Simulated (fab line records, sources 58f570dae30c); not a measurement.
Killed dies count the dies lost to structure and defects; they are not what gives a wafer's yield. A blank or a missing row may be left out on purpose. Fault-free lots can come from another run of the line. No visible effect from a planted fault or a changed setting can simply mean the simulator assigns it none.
Comparing a struck lot with a sound one    flow berkeley_cmos170    14 out of 331 route steps
Sound: these wafers, L950.3, L950.4, L950.6. The struck wafers were L959.1, L959.4, L959.6. Last of all comes the cause.
At each step with rows: each side's tool, then ch and its chambers, then its first start. Under that, the readings that differ: sound wafers    struck wafers    difference of the means    sigmas: that difference in standard deviations of wafers without a fault.
alike: same words and numbers on both sides, and readings whose means sit less than 2 such deviations apart. not compared: any withheld reading, any reading some wafer has no value for, any bound like >300 that may hide the same value, and any number with overlapping values for which the record gives no deviation.
The two part at a step that has a row with sigmas, a row that says differs or no value, or rows on one side only. When numbers do not overlap yet have no deviation, they are printed without sigmas and do not part them. A reading that every wafer of one side lacks parts them only if that side has two wafers or more.

UCB170_NWELL_THK_MEAS_02:
  sound: film_metro-02 at day 2 07:49; struck: film_metro-01 at day 4 05:42
  alike: NWELL_OXIDE_THK
then, 2 steps without rows for these wafers: UCB170_NWELL_ANNEAL_03 (time 900 s); UCB170_NWELL_CVD_04 (deposits Si3N4 from SiH2Cl2/NH3, target thk 224 nm, time 3360 s).
UCB170_NWELL_THK_MEAS_05:
  sound: film_metro-01 at day 2 14:49; struck: film_metro-02 at day 4 12:25
  alike: NWELL_NITRIDE_THK
then, 6 steps without rows for these wafers: UCB170_NWELL_HMDS_06 (prime time 60 s); UCB170_NWELL_COAT_07 (resist thk 900 nm); UCB170_NWELL_SOFTBAKE_08 (time 60 s); UCB170_NWELL_EXPOSE_09 (exposes mask NWELL, target cd 3000 nm); UCB170_NWELL_PEB_10; UCB170_NWELL_DEVELOP_11 (develop time 45 s).
UCB170_NWELL_OVL_MEAS_12:
  sound: overlay-02 at day 2 16:23; struck: overlay-02 at day 4 13:26
  alike: NWELL_OVL
UCB170_NWELL_ETCH_13: etches Si3N4 in CH3F/Ar/O2, stops on SiO2, target depth 246.4 nm, time 154 s.
  sound on rie_diel-03 ch 0,2,3, day 2 16:25; struck on rie_diel-04 ch 1,2, day 4 13:28
  alike: drypump_motor_current_A, oes_product_au, throttle_valve_pct
  not compared: rf_hours_counter_h
UCB170_NWELL_IMPLANT_14:
  sound on implanter-02 ch 0, day 2 16:34; struck on implanter-02 ch 0, day 4 13:35
reading                    sound                 struck                difference  sigmas
beam_energy_keV            150.11 150.06 150.05  143.55 143.46 143.52  -6.56       -99 or more
model.implant.rp_nm (nm)   186.9 186.9 186.9     176.4 176.4 176.4     -10.5       
model.implant.drp_nm (nm)  62.72 62.72 62.72     60.6 60.6 60.6        -2.1        
UCB170_NWELL_STRIP_15: strips in O2.
  sound on plasma_asher-02 ch 0,1, day 2 16:42; struck on plasma_asher-02 ch 1, day 4 13:44
  alike: drypump_motor_current_A, oes_product_au, strip_time_to_endpoint_s
  not compared: rf_hours_counter_h

## WHERE THEY PART
At UCB170_NWELL_IMPLANT_14 and nowhere else, as far as this record goes. Later steps at which nothing parts them and some readings are alike: UCB170_NWELL_STRIP_15.

WHY: the cause the simulator had injected
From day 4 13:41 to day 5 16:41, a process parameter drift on implanter-02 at UCB170_NWELL_IMPLANT_14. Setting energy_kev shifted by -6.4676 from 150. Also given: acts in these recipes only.
